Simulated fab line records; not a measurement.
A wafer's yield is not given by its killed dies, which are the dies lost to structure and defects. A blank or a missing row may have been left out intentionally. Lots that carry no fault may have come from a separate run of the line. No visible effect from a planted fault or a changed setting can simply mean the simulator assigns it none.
Comparing a struck lot with a sound one | flow berkeley-cmos170 | 19 out of 331 route steps
Sound: these wafers, L927.1, L927.4, L927.6. Struck: wafers L925.2, L925.4, L925.5. The cause is given at the end.
Order at every step that has rows: each side's tool, ch and its chambers, its first start. Under that, the readings that differ: sound wafers | struck wafers | difference of the means | sigmas: that difference in standard deviations of wafers without a fault.
alike: readings whose means differ by less than 2 such deviations, and words and numbers that are the same on both sides. not compared: withheld readings, readings that some wafer has no value for, bounds like >300 that may hide the same value, and numbers for which the record gives no deviation and whose values overlap.
The two part at a step that has a row with sigmas, a row that says differs or no value, or rows on one side only. Numbers that have no deviation but don't overlap get no sigmas and don't part them. A reading that every wafer of one side lacks parts them only if that side has two wafers or more.

first, 1 step without rows for these wafers: UCB170_M3_PRE_CLEAN_00 (preclean etch time 60 s).
UCB170_M3_SPUTTER_01: material Al, target thk 900 nm, time 120 s.
  sound on pvd-sputter-02 at day 12 13:35; struck on pvd-sputter-03 at day 11 09:38
  alike: chamber-pressure-pa, throttle-valve-pct
UCB170_M3_RS_MEAS_02: the measuring method here is four-point-probe.
  sound on film-metro-04 at day 12 13:41; struck on film-metro-02 at day 11 09:44
  alike: M3_AL_RS
UCB170_M3_THK_MEAS_03: measures by xrf.
  sound on film-metro-04 at day 12 13:48; struck on film-metro-02 at day 11 09:51
  reading        | sound       | struck      | difference | sigmas
  M3_AL_THK (nm) | 859 873 862 | 895 884 904 | +30        | +2
then, 3 steps without rows for these wafers: UCB170_M3_HMDS_04 (prime time 60 s); UCB170_M3_COAT_05 (resist thk 900 nm); UCB170_M3_SOFTBAKE_06 (time 60 s).
UCB170_M3_STRIP_07: strips in O2.
  sound on plasma-asher-04 ch 0,1, day 12 14:28; struck on plasma-asher-01 ch 0,1, day 11 10:21
  alike: drypump-motor-current-A, o2-flow-sccm, oes-product-au, strip-time-to-endpoint-s
  not compared: rf-hours-counter-h
then, 4 steps without rows for these wafers: UCB170_M3_STRIP_08 (strips KrF in DMSO, time 600 s); UCB170_M3_COAT_09; UCB170_M3_COAT_10 (resist thk 900 nm); UCB170_M3_SOFTBAKE_11 (time 60 s).
UCB170_M3_EXPOSE_12: exposes mask METAL3, target cd 700 nm.
  sound on krf-scanner-02 ch 0, day 12 15:22; struck on krf-scanner-01 ch 0, day 11 11:53
  reading                    | sound             | struck            | difference | sigmas
  model.M3.overlay-x-nm (nm) | 6.171 6.171 6.171 | 71.62 71.62 71.62 | +65.45     |
  alike: mask
then, 2 steps without rows for these wafers: UCB170_M3_PEB_13; UCB170_M3_DEVELOP_14 (develop time 45 s).
UCB170_M3_CD_MEAS_15: the cd target is 700 nm.
  sound on cd-sem-01 at day 12 15:46; struck on cd-sem-02 at day 11 12:34
  alike: cd-nm
UCB170_M3_OVL_MEAS_16:
  sound on overlay-02 at day 12 15:53; struck on overlay-02 at day 11 12:40
  reading     | sound  | struck   | difference | sigmas
  M3_OVL (nm) | 5 2 -1 | 81 76 71 | +74        | +12
UCB170_M3_ETCH_17: etches BARC in N2/H2.
  sound on rie-diel-01 ch 1,3, day 12 15:55; struck on rie-diel-03 ch 1,3, day 11 12:42
  alike: drypump-motor-current-A, oes-product-au, throttle-valve-pct
UCB170_M3_PROBE_99:
  sound on prober-02 at day 12 16:33; struck on prober-02 at day 11 13:19
  reading                             | sound             | struck            | difference | sigmas
  model.etest.pldd.line-ohm-um        | 1814 1855 1847    | 1401 1428 1415    | -424       |
  model.etest.nldd.line-ohm-um        | 1276 1307 1304    | 989.1 983.3 1011  | -301.2     |
  model.etest.nldd.width-nm (nm)      | 605 594.1 596     | 775.7 764.3 769.3 | +171.4     |
  model.etest.pldd.width-nm (nm)      | 603.5 591.1 599.4 | 775.2 765.7 768.7 | +171.9     |
  model.etest.pplus-sal.width-nm (nm) | 716.4 695.1 692.2 | 841 836.1 835.1   | +136       |
  model.etest.nplus-sal.width-nm (nm) | 720.1 697.7 691   | 844.1 832.8 830.1 | +132.7     |
  model.etest.nmos-narrow.drive-ua-um | 362.4 351.2 364   | 443.7 445.2 437.4 | +82.9      |
  model.etest.pmos-narrow.drive-ua-um | 144.6 139.8 144.9 | 179.8 178.9 175.6 | +35.0      |

WHERE THEY PART
At UCB170_M3_THK_MEAS_03 first; at UCB170_M3_OVL_MEAS_16 last (within this record only). Later steps at which nothing parts them and some readings are alike: UCB170_M3_ETCH_17.

WHY: whatever the simulator had introduced
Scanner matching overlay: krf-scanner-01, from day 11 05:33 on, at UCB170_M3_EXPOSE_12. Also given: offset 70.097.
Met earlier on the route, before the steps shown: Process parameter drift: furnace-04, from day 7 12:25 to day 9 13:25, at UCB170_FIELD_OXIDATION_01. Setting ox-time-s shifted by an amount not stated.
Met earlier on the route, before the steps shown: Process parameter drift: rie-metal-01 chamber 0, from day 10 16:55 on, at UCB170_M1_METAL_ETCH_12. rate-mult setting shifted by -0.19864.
